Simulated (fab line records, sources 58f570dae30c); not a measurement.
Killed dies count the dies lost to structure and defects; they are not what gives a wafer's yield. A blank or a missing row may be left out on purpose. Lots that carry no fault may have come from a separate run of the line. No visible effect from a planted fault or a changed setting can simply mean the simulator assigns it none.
Which of the tools did it? || flow berkeley cmos170 || 42 wafers from 14 lots sampled at 6 of the route's 331 steps

WHAT THE GAUGES SHOWED, per wafer
UCB170_V2_CD_MEAS_12: target cd 700 nm. Usual: 699.8 nm for cd nm, sd 1.4.
{"lot": "L206", "measured": "day 9 10:58", "on": "cd sem-01", "cd nm (nm)": "699.9 698.9 700.7", "flag": ""}
{"lot": "L207", "measured": "day 9 11:13", "on": "cd sem-02", "cd nm (nm)": "699.6 699.4 699.3", "flag": ""}
{"lot": "L208", "measured": "day 9 11:54", "on": "cd sem-02", "cd nm (nm)": "699.8 699.9 700.9", "flag": ""}
{"lot": "L211", "measured": "day 9 12:14", "on": "cd sem-02", "cd nm (nm)": "699.5 698.6 700.2", "flag": ""}
{"lot": "L213", "measured": "day 10 06:49", "on": "cd sem-01", "cd nm (nm)": "700.6 699.9 702.1", "flag": ""}
{"lot": "L212", "measured": "day 10 07:05", "on": "cd sem-01", "cd nm (nm)": "701.0 700.4 698.6", "flag": ""}
{"lot": "L214", "measured": "day 10 07:11", "on": "cd sem-02", "cd nm (nm)": "698.4 700.2 699.3", "flag": ""}
{"lot": "L215", "measured": "day 10 07:23", "on": "cd sem-02", "cd nm (nm)": "696.3 696.8 698.4", "flag": ""}
{"lot": "L217", "measured": "day 10 17:19", "on": "cd sem-02", "cd nm (nm)": "698.6 700.3 700.0", "flag": ""}
{"lot": "L218", "measured": "day 11 10:34", "on": "cd sem-02", "cd nm (nm)": "698.2 699.1 700.5", "flag": ""}
{"lot": "L224", "measured": "day 12 16:01", "on": "cd sem-01", "cd nm (nm)": "685.2 685.1 684.7", "flag": "OFF"}
{"lot": "L225", "measured": "day 12 15:25", "on": "cd sem-01", "cd nm (nm)": "685.0 686.0 684.2", "flag": "OFF"}
{"lot": "L228", "measured": "day 12 23:45", "on": "cd sem-01", "cd nm (nm)": "701.9 700.6 700.9", "flag": ""}
{"lot": "L229", "measured": "day 13 08:03", "on": "cd sem-01", "cd nm (nm)": "702.6 701.7 701.6", "flag": ""}

UCB170_V2_CD_MEAS_90: target cd 700 nm. Usual: 699.7 nm for cd nm, sd 1.4.
{"lot": "L206", "measured": "day 9 11:25", "on": "cd sem-01", "cd nm (nm)": "699.3 699.4 700.0", "flag": ""}
{"lot": "L207", "measured": "day 9 11:38", "on": "cd sem-02", "cd nm (nm)": "700.4 699.6 699.1", "flag": ""}
{"lot": "L208", "measured": "day 9 12:22", "on": "cd sem-02", "cd nm (nm)": "700.1 700.5 698.9", "flag": ""}
{"lot": "L211", "measured": "day 9 12:40", "on": "cd sem-02", "cd nm (nm)": "699.7 698.1 700.2", "flag": ""}
{"lot": "L213", "measured": "day 10 07:16", "on": "cd sem-01", "cd nm (nm)": "700.7 700.1 702.3", "flag": ""}
{"lot": "L212", "measured": "day 10 07:32", "on": "cd sem-02", "cd nm (nm)": "700.9 699.5 698.1", "flag": ""}
{"lot": "L214", "measured": "day 10 07:37", "on": "cd sem-01", "cd nm (nm)": "698.5 699.9 699.9", "flag": ""}
{"lot": "L215", "measured": "day 10 07:49", "on": "cd sem-02", "cd nm (nm)": "696.2 696.8 698.7", "flag": ""}
{"lot": "L217", "measured": "day 10 17:45", "on": "cd sem-01", "cd nm (nm)": "699.5 699.3 700.1", "flag": ""}
{"lot": "L218", "measured": "day 11 10:59", "on": "cd sem-01", "cd nm (nm)": "697.7 698.6 699.8", "flag": ""}
{"lot": "L224", "measured": "day 12 16:26", "on": "cd sem-02", "cd nm (nm)": "684.7 685.0 685.0", "flag": "OFF"}
{"lot": "L225", "measured": "day 12 15:51", "on": "cd sem-02", "cd nm (nm)": "684.8 686.0 683.6", "flag": "OFF"}
{"lot": "L228", "measured": "day 13 00:11", "on": "cd sem-02", "cd nm (nm)": "701.2 701.1 700.0", "flag": ""}
{"lot": "L229", "measured": "day 13 08:29", "on": "cd sem-01", "cd nm (nm)": "701.6 701.2 701.6", "flag": ""}

UCB170_M3_THK_MEAS_03: measures by xrf. Usual: M3_AL_THK 916 nm, standard deviation 9.9.
{"lot": "L206", "measured": "day 9 11:47", "on": "film metro-04", "M3_AL_THK (nm)": "917 930 924", "flag": ""}
{"lot": "L207", "measured": "day 9 12:02", "on": "film metro-01", "M3_AL_THK (nm)": "893 902 891", "flag": ""}
{"lot": "L208", "measured": "day 9 12:45", "on": "film metro-04", "M3_AL_THK (nm)": "941 934 924", "flag": ""}
{"lot": "L211", "measured": "day 9 13:03", "on": "film metro-02", "M3_AL_THK (nm)": "899 908 899", "flag": ""}
{"lot": "L213", "measured": "day 10 07:38", "on": "film metro-01", "M3_AL_THK (nm)": "916 917 924", "flag": ""}
{"lot": "L212", "measured": "day 10 07:55", "on": "film metro-04", "M3_AL_THK (nm)": "922 917 912", "flag": ""}
{"lot": "L214", "measured": "day 10 08:01", "on": "film metro-02", "M3_AL_THK (nm)": "914 921 921", "flag": ""}
{"lot": "L215", "measured": "day 10 08:12", "on": "film metro-04", "M3_AL_THK (nm)": "915 911 919", "flag": ""}
{"lot": "L217", "measured": "day 10 18:07", "on": "film metro-01", "M3_AL_THK (nm)": "920 924 932", "flag": ""}
{"lot": "L218", "measured": "day 11 11:22", "on": "film metro-02", "M3_AL_THK (nm)": "919 921 927", "flag": ""}
{"lot": "L224", "measured": "day 12 16:48", "on": "film metro-01", "M3_AL_THK (nm)": "924 923 927", "flag": ""}
{"lot": "L225", "measured": "day 12 16:14", "on": "film metro-02", "M3_AL_THK (nm)": "914 912 915", "flag": ""}
{"lot": "L228", "measured": "day 13 00:34", "on": "film metro-02", "M3_AL_THK (nm)": "907 903 900", "flag": ""}
{"lot": "L229", "measured": "day 13 08:52", "on": "film metro-04", "M3_AL_THK (nm)": "927 926 923", "flag": ""}

WHAT TOOL EACH LOT RAN ON (gives the tool, then ch and the chambers of the sampled wafers, and finally the start)
{"lot": "L206", "UCB170_M1_STRIP_13": "plasma asher-02 ch 0,1, day 8 18:31", "UCB170_V2_PEB_10": "litho track-04 ch 0, day 9 10:43", "UCB170_V2_ETCH_14": "rie diel-03 ch 0,1, day 9 11:05"}
{"lot": "L207", "UCB170_M1_STRIP_13": "plasma asher-02 ch 0,1, day 8 20:31", "UCB170_V2_PEB_10": "litho track-04 ch 0, day 9 10:56", "UCB170_V2_ETCH_14": "rie diel-01 ch 1,2,3, day 9 11:22"}
{"lot": "L208", "UCB170_M1_STRIP_13": "plasma asher-03 ch 0,1, day 8 20:50", "UCB170_V2_PEB_10": "litho track-01 ch 0, day 9 11:38", "UCB170_V2_ETCH_14": "rie diel-03 ch 0,1, day 9 12:02"}
{"lot": "L211", "UCB170_M1_STRIP_13": "plasma asher-01 ch 0,1, day 8 21:40", "UCB170_V2_PEB_10": "litho track-02 ch 0, day 9 11:57", "UCB170_V2_ETCH_14": "rie diel-01 ch 0,3, day 9 12:23"}
{"lot": "L213", "UCB170_M1_STRIP_13": "plasma asher-02 ch 0,1, day 9 19:23", "UCB170_V2_PEB_10": "litho track-02 ch 0, day 10 06:33", "UCB170_V2_ETCH_14": "rie diel-03 ch 2,3, day 10 06:58"}
{"lot": "L212", "UCB170_M1_STRIP_13": "plasma asher-02 ch 0,1, day 9 20:07", "UCB170_V2_PEB_10": "litho track-01 ch 0, day 10 06:49", "UCB170_V2_ETCH_14": "rie diel-02 ch 0,2, day 10 07:14"}
{"lot": "L214", "UCB170_M1_STRIP_13": "plasma asher-03 ch 0,1, day 9 20:55", "UCB170_V2_PEB_10": "litho track-02 ch 0, day 10 06:55", "UCB170_V2_ETCH_14": "rie diel-01 ch 1,3, day 10 07:20"}
{"lot": "L215", "UCB170_M1_STRIP_13": "plasma asher-01 ch 0,1, day 9 21:11", "UCB170_V2_PEB_10": "litho track-01 ch 0, day 10 07:06", "UCB170_V2_ETCH_14": "rie diel-03 ch 0,2,3, day 10 07:32"}
{"lot": "L217", "UCB170_M1_STRIP_13": "plasma asher-02 ch 0,1, day 10 07:24", "UCB170_V2_PEB_10": "litho track-04 ch 0, day 10 17:03", "UCB170_V2_ETCH_14": "rie diel-03 ch 0,1, day 10 17:26"}
{"lot": "L218", "UCB170_M1_STRIP_13": "plasma asher-02 ch 0,1, day 10 22:23", "UCB170_V2_PEB_10": "litho track-02 ch 0, day 11 10:17", "UCB170_V2_ETCH_14": "rie diel-02 ch 0,2,3, day 11 10:41"}
{"lot": "L224", "UCB170_M1_STRIP_13": "plasma asher-01 ch 0,1, day 12 03:59", "UCB170_V2_PEB_10": "litho track-04 ch 0, day 12 15:45", "UCB170_V2_ETCH_14": "rie diel-02 ch 0,1,2, day 12 16:06"}
{"lot": "L225", "UCB170_M1_STRIP_13": "plasma asher-02 ch 0,1, day 12 04:40", "UCB170_V2_PEB_10": "litho track-04 ch 0, day 12 15:08", "UCB170_V2_ETCH_14": "rie diel-03 ch 1,2,3, day 12 15:34"}
{"lot": "L228", "UCB170_M1_STRIP_13": "plasma asher-03 ch 0,1, day 12 13:09", "UCB170_V2_PEB_10": "litho track-01 ch 0, day 12 23:29", "UCB170_V2_ETCH_14": "rie diel-01 ch 0,3, day 12 23:53"}
{"lot": "L229", "UCB170_M1_STRIP_13": "plasma asher-03 ch 0,1, day 12 21:43", "UCB170_V2_PEB_10": "litho track-01 ch 0, day 13 07:44", "UCB170_V2_ETCH_14": "rie diel-03 ch 0,1,3, day 13 08:11"}
- UCB170_M1_STRIP_13: strips in O2.
- UCB170_V2_PEB_10
- UCB170_V2_ETCH_14: etches SiO2 in CHF3/CF4/Ar, stops on Al, target depth 1250 nm, time 291 s.

WHAT THE TOOLS THEMSELVES READ (means of the sampled wafers that have a number; where no wafer has one, the mark that the record gives instead)
UCB170_M1_STRIP_13. Usual: drypump motor current A 5.6 A, standard deviation 0.54; oes product au 0.720 a.u., standard deviation 0.0047.
{"lot": "L206", "tool": "plasma asher-02", "drypump motor current A (A)": 5.7, "oes product au (a.u.)": 0.724, "flag": ""}
{"lot": "L207", "tool": "plasma asher-02", "drypump motor current A (A)": 5.4, "oes product au (a.u.)": 0.723, "flag": ""}
{"lot": "L208", "tool": "plasma asher-03", "drypump motor current A (A)": 5.5, "oes product au (a.u.)": 0.719, "flag": ""}
{"lot": "L211", "tool": "plasma asher-01", "drypump motor current A (A)": 6.2, "oes product au (a.u.)": 0.719, "flag": ""}
{"lot": "L213", "tool": "plasma asher-02", "drypump motor current A (A)": 5.4, "oes product au (a.u.)": 0.722, "flag": ""}
{"lot": "L212", "tool": "plasma asher-02", "drypump motor current A (A)": 5.4, "oes product au (a.u.)": 0.718, "flag": ""}
{"lot": "L214", "tool": "plasma asher-03", "drypump motor current A (A)": 5.2, "oes product au (a.u.)": 0.716, "flag": ""}
{"lot": "L215", "tool": "plasma asher-01", "drypump motor current A (A)": 6.2, "oes product au (a.u.)": 0.719, "flag": ""}
{"lot": "L217", "tool": "plasma asher-02", "drypump motor current A (A)": 5.7, "oes product au (a.u.)": 0.720, "flag": ""}
{"lot": "L218", "tool": "plasma asher-02", "drypump motor current A (A)": 5.4, "oes product au (a.u.)": 0.717, "flag": ""}
{"lot": "L224", "tool": "plasma asher-01", "drypump motor current A (A)": 5.9, "oes product au (a.u.)": 0.717, "flag": ""}
{"lot": "L225", "tool": "plasma asher-02", "drypump motor current A (A)": 5.4, "oes product au (a.u.)": 0.722, "flag": ""}
{"lot": "L228", "tool": "plasma asher-03", "drypump motor current A (A)": 5.5, "oes product au (a.u.)": 0.721, "flag": ""}
{"lot": "L229", "tool": "plasma asher-03", "drypump motor current A (A)": 5.2, "oes product au (a.u.)": 0.721, "flag": ""}

UCB170_V2_PEB_10. Usual: heater power total W 56.80 W, standard deviation 0.047; resist line temp C 23.03 C, standard deviation 0.092.
{"lot": "L206", "tool": "litho track-04", "heater power total W (W)": 56.80, "resist line temp C (C)": 23.11, "flag": ""}
{"lot": "L207", "tool": "litho track-04", "heater power total W (W)": 56.79, "resist line temp C (C)": 23.05, "flag": ""}
{"lot": "L208", "tool": "litho track-01", "heater power total W (W)": 56.83, "resist line temp C (C)": 23.05, "flag": ""}
{"lot": "L211", "tool": "litho track-02", "heater power total W (W)": 56.80, "resist line temp C (C)": 23.16, "flag": ""}
{"lot": "L213", "tool": "litho track-02", "heater power total W (W)": 56.77, "resist line temp C (C)": 23.02, "flag": ""}
{"lot": "L212", "tool": "litho track-01", "heater power total W (W)": 56.77, "resist line temp C (C)": 23.12, "flag": ""}
{"lot": "L214", "tool": "litho track-02", "heater power total W (W)": 56.83, "resist line temp C (C)": 22.98, "flag": ""}
{"lot": "L215", "tool": "litho track-01", "heater power total W (W)": 56.81, "resist line temp C (C)": 23.02, "flag": ""}
{"lot": "L217", "tool": "litho track-04", "heater power total W (W)": 56.78, "resist line temp C (C)": 23.02, "flag": ""}
{"lot": "L218", "tool": "litho track-02", "heater power total W (W)": 56.79, "resist line temp C (C)": 22.98, "flag": ""}
{"lot": "L224", "tool": "litho track-04", "heater power total W (W)": 60.51, "resist line temp C (C)": 22.97, "flag": "OFF"}
{"lot": "L225", "tool": "litho track-04", "heater power total W (W)": 60.50, "resist line temp C (C)": 22.88, "flag": "OFF"}
{"lot": "L228", "tool": "litho track-01", "heater power total W (W)": 56.80, "resist line temp C (C)": 22.98, "flag": ""}
{"lot": "L229", "tool": "litho track-01", "heater power total W (W)": 56.84, "resist line temp C (C)": 23.12, "flag": ""}

UCB170_V2_ETCH_14. Usual: drypump motor current A 5.9 A, standard deviation 0.49; oes product au 0.869 a.u., standard deviation 0.013; throttle valve pct 6.92 %, standard deviation 0.093.
{"lot": "L206", "tool": "rie diel-03", "drypump motor current A (A)": 6.1, "oes product au (a.u.)": 0.872, "throttle valve pct (%)": 6.85, "flag": ""}
{"lot": "L207", "tool": "rie diel-01", "drypump motor current A (A)": 6.3, "oes product au (a.u.)": 0.871, "throttle valve pct (%)": 6.87, "flag": ""}
{"lot": "L208", "tool": "rie diel-03", "drypump motor current A (A)": 5.8, "oes product au (a.u.)": 0.877, "throttle valve pct (%)": 6.87, "flag": ""}
{"lot": "L211", "tool": "rie diel-01", "drypump motor current A (A)": 5.8, "oes product au (a.u.)": 0.873, "throttle valve pct (%)": 6.96, "flag": ""}
{"lot": "L213", "tool": "rie diel-03", "drypump motor current A (A)": 5.9, "oes product au (a.u.)": 0.866, "throttle valve pct (%)": 6.84, "flag": ""}
{"lot": "L212", "tool": "rie diel-02", "drypump motor current A (A)": 5.5, "oes product au (a.u.)": 0.879, "throttle valve pct (%)": 6.96, "flag": ""}
{"lot": "L214", "tool": "rie diel-01", "drypump motor current A (A)": 6.0, "oes product au (a.u.)": 0.882, "throttle valve pct (%)": 6.94, "flag": ""}
{"lot": "L215", "tool": "rie diel-03", "drypump motor current A (A)": 5.8, "oes product au (a.u.)": 0.871, "throttle valve pct (%)": 6.88, "flag": ""}
{"lot": "L217", "tool": "rie diel-03", "drypump motor current A (A)": 5.7, "oes product au (a.u.)": 0.877, "throttle valve pct (%)": 6.86, "flag": ""}
{"lot": "L218", "tool": "rie diel-02", "drypump motor current A (A)": 5.6, "oes product au (a.u.)": 0.875, "throttle valve pct (%)": 7.00, "flag": ""}
{"lot": "L224", "tool": "rie diel-02", "drypump motor current A (A)": 5.9, "oes product au (a.u.)": 0.873, "throttle valve pct (%)": 6.95, "flag": ""}
{"lot": "L225", "tool": "rie diel-03", "drypump motor current A (A)": 6.1, "oes product au (a.u.)": 0.866, "throttle valve pct (%)": 6.84, "flag": ""}
{"lot": "L228", "tool": "rie diel-01", "drypump motor current A (A)": 5.8, "oes product au (a.u.)": 0.878, "throttle valve pct (%)": 6.97, "flag": ""}
{"lot": "L229", "tool": "rie diel-03", "drypump motor current A (A)": 6.0, "oes product au (a.u.)": 0.866, "throttle valve pct (%)": 6.89, "flag": ""}

THE ANSWER, worked out from the rows above alone
Rule: a lot is off if the mean of its wafers that have a number lies more than 3 standard deviations from the usual mean. A lot without any number at a reading at which 4 lots or more have one is off too. Any other lot the step has rows for is counted as sound. After the gauges, taken in route order, come the tools' own readings; for these a lot's mean is taken, as printed above. The first step at which some lot is off is used, and at that step the reading that is off furthest; a lot without a number counts as furthest.
Off at UCB170_V2_CD_MEAS_12 (cd nm): L224, L225.
If a tool, at a process step before that reading, ran all the lots that are off and no sound lot after the first of them, it fits. The gauges at UCB170_V2_CD_MEAS_12 aren't tried: what is off there is off at UCB170_V2_CD_MEAS_90 too, on other tools, and a gauge's error can't cause that. One fits: UCB170_V2_PEB_10 on litho track-04. Its last sound lot is L217 (day 10 17:03), its first lot that is off L225 (day 12 15:08): a fault that began between those two fits.
On the lots that are off, the tool's own readings at UCB170_V2_PEB_10 differ by more than 5 times the standard deviation of the sound lots' means, which bears it out; heater power total W reads 60.50 W there versus 56.80 W on the sound lots.

WHAT THE SIMULATOR PUT IN
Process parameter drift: litho track-04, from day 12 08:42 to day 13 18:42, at UCB170_V2_PEB_10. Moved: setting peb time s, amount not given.
Lots struck among those shown: L225, L224. This agrees with what the rule above found.
